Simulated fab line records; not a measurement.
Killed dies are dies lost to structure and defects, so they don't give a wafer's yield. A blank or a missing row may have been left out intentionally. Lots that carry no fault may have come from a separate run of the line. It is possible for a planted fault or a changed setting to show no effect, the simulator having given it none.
The tool behind it: which one? :: flow berkeley cmos170 :: Sampling: 14 lots, 42 wafers, 4 of 331 route steps

WHAT EACH GAUGE READ, for each wafer
UCB170_CONTACT_CD_MEAS_15: target cd 700 nm.
lot: L283
measured: day 8 09:22
on: cd sem-01
cd nm (nm): 700.3 700.7 701.3

lot: L289
measured: day 8 22:39
on: cd sem-01
cd nm (nm): 697.8 697.5 697.8

lot: L286
measured: day 9 01:31
on: cd sem-02
cd nm (nm): 700.5 700.3 700.7

lot: L288
measured: day 9 01:07
on: cd sem-02
cd nm (nm): 699.1 700.4 701.1

lot: L285
measured: day 9 01:27
on: cd sem-01
cd nm (nm): 699.3 699.0 698.4

lot: L292
measured: day 9 18:41
on: cd sem-02
cd nm (nm): 700.1 702.1 703.0

lot: L290
measured: day 9 18:57
on: cd sem-02
cd nm (nm): 726.9 710.3 714.0

lot: L291
measured: day 9 18:18
on: cd sem-02
cd nm (nm): 727.3 720.4 712.1

lot: L301
measured: day 11 09:10
on: cd sem-02
cd nm (nm): 698.6 699.7 698.2

lot: L302
measured: day 11 08:39
on: cd sem-01
cd nm (nm): 701.7 702.8 701.5

lot: L300
measured: day 11 09:23
on: cd sem-01
cd nm (nm): 697.2 699.6 698.1

lot: L304
measured: day 11 22:56
on: cd sem-02
cd nm (nm): 701.1 700.8 700.8

lot: L305
measured: day 12 13:24
on: cd sem-01
cd nm (nm): 701.4 701.7 701.0

lot: L306
measured: day 12 13:39
on: cd sem-02
cd nm (nm): 702.3 701.9 701.6

TOOL THAT RAN EACH LOT (tool first, then ch and the chambers of the sampled wafers, then the start)
lot: L283
UCB170_SILICIDE_RTA_04: rtp anneal-02 ch 0, day 8 04:31
UCB170_CONTACT_RTA_08: rtp anneal-01 ch 0, day 8 08:20
UCB170_CONTACT_EXPOSE_12: krf scanner-01 ch 0, day 8 08:59

lot: L289
UCB170_SILICIDE_RTA_04: rtp anneal-02 ch 0, day 8 18:04
UCB170_CONTACT_RTA_08: rtp anneal-01 ch 0, day 8 20:59
UCB170_CONTACT_EXPOSE_12: krf scanner-01 ch 0, day 8 21:37

lot: L286
UCB170_SILICIDE_RTA_04: rtp anneal-01 ch 0, day 8 18:14
UCB170_CONTACT_RTA_08: rtp anneal-02 ch 0, day 8 23:02
UCB170_CONTACT_EXPOSE_12: krf scanner-02 ch 0, day 9 00:24

lot: L288
UCB170_SILICIDE_RTA_04: rtp anneal-02 ch 0, day 8 18:35
UCB170_CONTACT_RTA_08: rtp anneal-02 ch 0, day 8 22:51
UCB170_CONTACT_EXPOSE_12: krf scanner-01 ch 0, day 8 23:50

lot: L285
UCB170_SILICIDE_RTA_04: rtp anneal-01 ch 0, day 8 18:38
UCB170_CONTACT_RTA_08: rtp anneal-01 ch 0, day 8 22:51
UCB170_CONTACT_EXPOSE_12: krf scanner-01 ch 0, day 8 23:58

lot: L292
UCB170_SILICIDE_RTA_04: rtp anneal-02 ch 0, day 9 11:43
UCB170_CONTACT_RTA_08: rtp anneal-02 ch 0, day 9 15:31
UCB170_CONTACT_EXPOSE_12: krf scanner-02 ch 0, day 9 17:13

lot: L290
UCB170_SILICIDE_RTA_04: rtp anneal-01 ch 0, day 9 11:54
UCB170_CONTACT_RTA_08: rtp anneal-01 ch 0, day 9 15:38
UCB170_CONTACT_EXPOSE_12: krf scanner-01 ch 0, day 9 17:28

lot: L291
UCB170_SILICIDE_RTA_04: rtp anneal-02 ch 0, day 9 12:11
UCB170_CONTACT_RTA_08: rtp anneal-01 ch 0, day 9 15:29
UCB170_CONTACT_EXPOSE_12: krf scanner-01 ch 0, day 9 16:59

lot: L301
UCB170_SILICIDE_RTA_04: rtp anneal-02 ch 0, day 11 00:22
UCB170_CONTACT_RTA_08: rtp anneal-01 ch 0, day 11 05:56
UCB170_CONTACT_EXPOSE_12: krf scanner-02 ch 0, day 11 07:10

lot: L302
UCB170_SILICIDE_RTA_04: rtp anneal-01 ch 0, day 11 00:37
UCB170_CONTACT_RTA_08: rtp anneal-02 ch 0, day 11 05:57
UCB170_CONTACT_EXPOSE_12: krf scanner-02 ch 0, day 11 06:56

lot: L300
UCB170_SILICIDE_RTA_04: rtp anneal-02 ch 0, day 11 01:31
UCB170_CONTACT_RTA_08: rtp anneal-01 ch 0, day 11 06:01
UCB170_CONTACT_EXPOSE_12: krf scanner-02 ch 0, day 11 07:38

lot: L304
UCB170_SILICIDE_RTA_04: rtp anneal-02 ch 0, day 11 17:37
UCB170_CONTACT_RTA_08: rtp anneal-02 ch 0, day 11 21:18
UCB170_CONTACT_EXPOSE_12: krf scanner-02 ch 0, day 11 21:56

lot: L305
UCB170_SILICIDE_RTA_04: rtp anneal-02 ch 0, day 12 07:44
UCB170_CONTACT_RTA_08: rtp anneal-01 ch 0, day 12 11:44
UCB170_CONTACT_EXPOSE_12: krf scanner-02 ch 0, day 12 12:48

lot: L306
UCB170_SILICIDE_RTA_04: rtp anneal-02 ch 0, day 12 08:02
UCB170_CONTACT_RTA_08: rtp anneal-02 ch 0, day 12 11:53
UCB170_CONTACT_EXPOSE_12: krf scanner-02 ch 0, day 12 12:53
- UCB170_SILICIDE_RTA_04: time 15 s.
- UCB170_CONTACT_RTA_08: time 10 s.
- UCB170_CONTACT_EXPOSE_12: exposes mask CONT, target cd 700 nm.

WHAT THE TOOLS THEMSELVES READ (means of the sampled wafers that have a number; where no wafer has one, the mark that the record gives instead)
UCB170_SILICIDE_RTA_04.
lot: L283
tool: rtp anneal-02
chamber o2 ppm: 1.998
lamp power pct (%): 9.4
wafer_temp_C_max: 653.3

lot: L289
tool: rtp anneal-02
chamber o2 ppm: 1.999
lamp power pct (%): 9.4
wafer_temp_C_max: 652.7

lot: L286
tool: rtp anneal-01
chamber o2 ppm: 1.978
lamp power pct (%): 10.7
wafer_temp_C_max: 652.4

lot: L288
tool: rtp anneal-02
chamber o2 ppm: 1.998
lamp power pct (%): 9.4
wafer_temp_C_max: 652.9

lot: L285
tool: rtp anneal-01
chamber o2 ppm: 2.006
lamp power pct (%): 10.7
wafer_temp_C_max: 652.7

lot: L292
tool: rtp anneal-02
chamber o2 ppm: 1.971
lamp power pct (%): 9.4
wafer_temp_C_max: 653.0

lot: L290
tool: rtp anneal-01
chamber o2 ppm: 2.003
lamp power pct (%): 10.7
wafer_temp_C_max: 653.1

lot: L291
tool: rtp anneal-02
chamber o2 ppm: 1.988
lamp power pct (%): 9.4
wafer_temp_C_max: 653.6

lot: L301
tool: rtp anneal-02
chamber o2 ppm: 2.017
lamp power pct (%): 9.4
wafer_temp_C_max: 652.1

lot: L302
tool: rtp anneal-01
chamber o2 ppm: 2.002
lamp power pct (%): 10.7
wafer_temp_C_max: 652.5

lot: L300
tool: rtp anneal-02
chamber o2 ppm: 2.012
lamp power pct (%): 9.4
wafer_temp_C_max: 653.0

lot: L304
tool: rtp anneal-02
chamber o2 ppm: 1.967
lamp power pct (%): 9.4
wafer_temp_C_max: 652.4

lot: L305
tool: rtp anneal-02
chamber o2 ppm: 1.973
lamp power pct (%): 9.4
wafer_temp_C_max: 652.3

lot: L306
tool: rtp anneal-02
chamber o2 ppm: 2.024
lamp power pct (%): 9.4
wafer_temp_C_max: 652.8

UCB170_CONTACT_RTA_08.
lot: L283
tool: rtp anneal-01
chamber o2 ppm: 1.987
lamp power pct (%): 24.9
wafer_temp_C_max: 904.0

lot: L289
tool: rtp anneal-01
chamber o2 ppm: 1.981
lamp power pct (%): 24.9
wafer_temp_C_max: 904.4

lot: L286
tool: rtp anneal-02
chamber o2 ppm: 1.970
lamp power pct (%): 22.0
wafer_temp_C_max: 903.5

lot: L288
tool: rtp anneal-02
chamber o2 ppm: 1.992
lamp power pct (%): 22.0
wafer_temp_C_max: 904.0

lot: L285
tool: rtp anneal-01
chamber o2 ppm: 1.980
lamp power pct (%): 24.9
wafer_temp_C_max: 903.4

lot: L292
tool: rtp anneal-02
chamber o2 ppm: 2.037
lamp power pct (%): 22.0
wafer_temp_C_max: 903.4

lot: L290
tool: rtp anneal-01
chamber o2 ppm: 1.981
lamp power pct (%): 24.9
wafer_temp_C_max: 904.3

lot: L291
tool: rtp anneal-01
chamber o2 ppm: 1.992
lamp power pct (%): 24.9
wafer_temp_C_max: 903.7

lot: L301
tool: rtp anneal-01
chamber o2 ppm: 1.980
lamp power pct (%): 24.9
wafer_temp_C_max: 904.8

lot: L302
tool: rtp anneal-02
chamber o2 ppm: 1.986
lamp power pct (%): 22.0
wafer_temp_C_max: 904.3

lot: L300
tool: rtp anneal-01
chamber o2 ppm: 2.040
lamp power pct (%): 24.9
wafer_temp_C_max: 903.5

lot: L304
tool: rtp anneal-02
chamber o2 ppm: 2.002
lamp power pct (%): 22.0
wafer_temp_C_max: 904.4

lot: L305
tool: rtp anneal-01
chamber o2 ppm: 2.003
lamp power pct (%): 24.9
wafer_temp_C_max: 903.8

lot: L306
tool: rtp anneal-02
chamber o2 ppm: 1.971
lamp power pct (%): 22.0
wafer_temp_C_max: 903.5

UCB170_CONTACT_EXPOSE_12.
lot: L283
tool: krf scanner-01
stage vel mm s (mm/s): 499.94

lot: L289
tool: krf scanner-01
stage vel mm s (mm/s): 500.03

lot: L286
tool: krf scanner-02
stage vel mm s (mm/s): 500.09

lot: L288
tool: krf scanner-01
stage vel mm s (mm/s): 500.05

lot: L285
tool: krf scanner-01
stage vel mm s (mm/s): 499.86

lot: L292
tool: krf scanner-02
stage vel mm s (mm/s): 499.79

lot: L290
tool: krf scanner-01
stage vel mm s (mm/s): 500.06

lot: L291
tool: krf scanner-01
stage vel mm s (mm/s): 499.76

lot: L301
tool: krf scanner-02
stage vel mm s (mm/s): 500.02

lot: L302
tool: krf scanner-02
stage vel mm s (mm/s): 500.00

lot: L300
tool: krf scanner-02
stage vel mm s (mm/s): 500.20

lot: L304
tool: krf scanner-02
stage vel mm s (mm/s): 499.83

lot: L305
tool: krf scanner-02
stage vel mm s (mm/s): 499.86

lot: L306
tool: krf scanner-02
stage vel mm s (mm/s): 499.84

THE ANSWER, worked out from the rows above alone
Rule: the lots themselves supply what counts as usual. The widest of any qualifying gaps counts: lots, ordered by their means at a reading, are off when they make up no more than a third of the lots, leave a main group of 4 or more, and stand apart from it by 3 or more times the standard deviation of that group's means. A main group whose means are all the same, to the digits that the tables above print for the reading, isn't used. A lot without any number at a reading at which 4 lots or more have one is off too. Any other lot the step has rows for is counted as sound. Order of review: gauges by route order, followed by the tools' own readings, for which a lot's mean as printed above is used. At the first step where some lot is off, the reading lying furthest off is the one used; lots without a number count as furthest.
Off: L290, L291, at UCB170_CONTACT_CD_MEAS_15 (cd nm). The main group has a mean of 700.3 nm with a standard deviation of 1.4.
A tool fits if, at a process step before that reading, it ran every lot that is off, and no sound lot after the first of them. Gauges at UCB170_CONTACT_CD_MEAS_15: tried the same way as those tools. One candidate fits, namely krf scanner-01 at UCB170_CONTACT_EXPOSE_12. Its last sound lot is L285 (day 8 23:58), its first lot that is off L291 (day 9 16:59): a fault that began between those two fits.

WHAT THE SIMULATOR HAD INSERTED
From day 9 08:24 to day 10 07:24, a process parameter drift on krf scanner-01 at UCB170_CONTACT_EXPOSE_12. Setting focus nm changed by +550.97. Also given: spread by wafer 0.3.
Shown lots that were struck: L291, L290. The rule above found the same.
